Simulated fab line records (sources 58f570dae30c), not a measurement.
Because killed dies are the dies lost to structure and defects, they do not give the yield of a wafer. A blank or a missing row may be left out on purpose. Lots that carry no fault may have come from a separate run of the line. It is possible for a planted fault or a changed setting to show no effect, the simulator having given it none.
Comparing a struck lot with a sound one    flow berkeley-cmos170    44 out of 331 route steps
Sound: wafers L512.1, L512.2, L512.6. Wafers struck: L516.2, L516.3, L516.4. Last of all comes the cause.
Per side, at each step with rows, come the tool, then ch with its chambers, and then its first start. Under that, the readings that differ: sound wafers    struck wafers    difference of the means    sigmas: that difference in standard deviations of wafers without a fault.
alike: same words and numbers on both sides, and readings whose means sit less than 2 such deviations apart. not compared: any withheld reading, any reading some wafer has no value for, any bound like >300 that may hide the same value, and any number with overlapping values for which the record gives no deviation.
A row with sigmas, a row that says differs or no value, or rows on one side alone: a step with any of these is where the two part. Numbers that have no deviation but don't overlap get no sigmas and don't part them. A reading that every wafer of one side lacks parts them only if that side has two wafers or more.

UCB170_GATE_STRIP_16: strips in O2.
  sound on plasma-asher-03 ch 0,1, day 6 09:23; struck on plasma-asher-04 ch 0,1, day 7 00:58
  alike: drypump-motor-current-A, oes-product-au
  not compared: rf-hours-counter-h
UCB170_GATE_CD_MEAS_90: target cd 350 nm.
  sound on cd-sem-01 at day 6 09:29; struck on cd-sem-01 at day 7 01:05
  alike: cd-nm
then, 7 steps without rows for these wafers: UCB170_GATE_CLEAN_17 (cleans in SPM, time 600 s); UCB170_PLDD_HMDS_00 (prime time 60 s); UCB170_PLDD_COAT_01 (resist thk 900 nm); UCB170_PLDD_SOFTBAKE_02 (time 60 s); UCB170_PLDD_EXPOSE_03 (exposes mask PSELECT, target cd 1200 nm); UCB170_PLDD_PEB_04; UCB170_PLDD_DEVELOP_05 (develop time 45 s).
UCB170_PLDD_CD_MEAS_06: target cd 1200 nm.
  sound on cd-sem-02 at day 6 10:54; struck on cd-sem-02 at day 7 04:31
  alike: cd-nm
UCB170_PLDD_OVL_MEAS_07:
  sound on overlay-01 at day 6 11:01; struck on overlay-02 at day 7 04:37
  alike: PLDD_OVL
then, 1 step without rows for these wafers: UCB170_PLDD_IMPLANT_08.
UCB170_PLDD_IMPLANT_09:
  sound on implanter-01 ch 0, day 6 11:13; struck on implanter-04 ch 0, day 7 05:09
UCB170_PLDD_STRIP_10: strips in O2.
  sound on plasma-asher-02 ch 0,1, day 6 11:22; struck on plasma-asher-01 ch 0,1, day 7 05:16
reading                       sound              struck             difference  sigmas
strip-time-to-endpoint-s (s)  21.74 21.74 21.64  21.57 21.59 21.58  -0.13       -2
  alike: drypump-motor-current-A, oes-product-au
  not compared: rf-hours-counter-h
UCB170_PLDD_TW_MEAS_11:
  sound on film-metro-02 at day 6 11:28; struck on film-metro-01 at day 7 05:37
reading  sound           struck          difference  sigmas
PLDD_TW  1011 1004 1012  1132 1137 1131  +124        +11
then, 7 steps without rows for these wafers: UCB170_PLDD_CLEAN_12 (cleans in SPM, time 600 s); UCB170_NLDD_HMDS_00 (prime time 60 s); UCB170_NLDD_COAT_01 (resist thk 900 nm); UCB170_NLDD_SOFTBAKE_02 (time 60 s); UCB170_NLDD_EXPOSE_03 (exposes mask NSELECT, target cd 1200 nm); UCB170_NLDD_PEB_04; UCB170_NLDD_DEVELOP_05 (develop time 45 s).
UCB170_NLDD_CD_MEAS_06: target cd 1200 nm.
  sound on cd-sem-01 at day 6 13:52; struck on cd-sem-02 at day 7 08:50
  alike: cd-nm
UCB170_NLDD_OVL_MEAS_07:
  sound on overlay-01 at day 6 13:59; struck on overlay-02 at day 7 08:56
  alike: NLDD_OVL
then, 2 steps without rows for these wafers: UCB170_NLDD_IMPLANT_08; UCB170_NLDD_IMPLANT_09.
UCB170_NLDD_STRIP_10: strips in O2.
  sound on plasma-asher-03 ch 0,1, day 6 14:19; struck on plasma-asher-03 ch 0,1, day 7 09:16
  alike: drypump-motor-current-A, oes-product-au, strip-time-to-endpoint-s
  not compared: rf-hours-counter-h
UCB170_NLDD_TW_MEAS_11:
  sound on film-metro-01 at day 6 14:28; struck on film-metro-04 at day 7 09:23
  alike: NLDD_TW
then, 1 step without rows for these wafers: UCB170_NLDD_CLEAN_12 (cleans in SPM, time 600 s).
UCB170_SPACER_CVD_00: deposits SiO2 from TEOS/O2, target thk 376 nm, time 47 s.
  sound on pecvd-01 ch 0,2, day 6 17:04; struck on pecvd-04 ch 0,1,2, day 7 09:37
  alike: heater-power-w
UCB170_SPACER_THK_MEAS_01:
  sound on film-metro-01 at day 6 17:06; struck on film-metro-03 at day 7 09:47
  alike: SPACER_TEOS_THK
then, 1 step without rows for these wafers: UCB170_SPACER_ANNEAL_02 (time 1800 s).
UCB170_SPACER_ETCHBACK_03: etches SiO2 in CHF3/CF4/Ar, stops on Si, target depth 376 nm, time 100 s.
  sound on rie-diel-03 ch 0,2,3, day 6 19:16; struck on rie-diel-04 ch 1,2,3, day 7 12:29
  alike: drypump-motor-current-A, oes-product-au, throttle-valve-pct
  not compared: rf-hours-counter-h
then, 6 steps without rows for these wafers: UCB170_PSD_HMDS_00 (prime time 60 s); UCB170_PSD_COAT_01 (resist thk 900 nm); UCB170_PSD_SOFTBAKE_02 (time 60 s); UCB170_PSD_EXPOSE_03 (exposes mask PSELECT MOD, target cd 1200 nm); UCB170_PSD_PEB_04; UCB170_PSD_DEVELOP_05 (develop time 45 s).
UCB170_PSD_CD_MEAS_06: target cd 1200 nm.
  sound on cd-sem-01 at day 6 20:45; struck on cd-sem-01 at day 7 13:47
  alike: cd-nm
UCB170_PSD_OVL_MEAS_07:
  sound on overlay-02 at day 6 20:52; struck on overlay-01 at day 7 13:54
  alike: PSD_OVL
then, 1 step without rows for these wafers: UCB170_PSD_IMPLANT_08.
UCB170_SDANNEAL_RS_MEAS_04: measurement is done with a four-point probe.
  sound on film-metro-01 at day 7 03:43; struck on film-metro-02 at day 7 18:09
reading           sound           struck       difference  sigmas
PLDD_RS (ohm/sq)  1035 1032 1035  761 759 759  -274        -88
UCB170_M3_PROBE_99:
  sound wafers here have rows in the record (prober-02, day 8 05:22); struck ones have none

WHERE THEY PART
First at UCB170_PLDD_STRIP_10; last, within this record, at UCB170_M3_PROBE_99.

WHY: what the simulator had put in
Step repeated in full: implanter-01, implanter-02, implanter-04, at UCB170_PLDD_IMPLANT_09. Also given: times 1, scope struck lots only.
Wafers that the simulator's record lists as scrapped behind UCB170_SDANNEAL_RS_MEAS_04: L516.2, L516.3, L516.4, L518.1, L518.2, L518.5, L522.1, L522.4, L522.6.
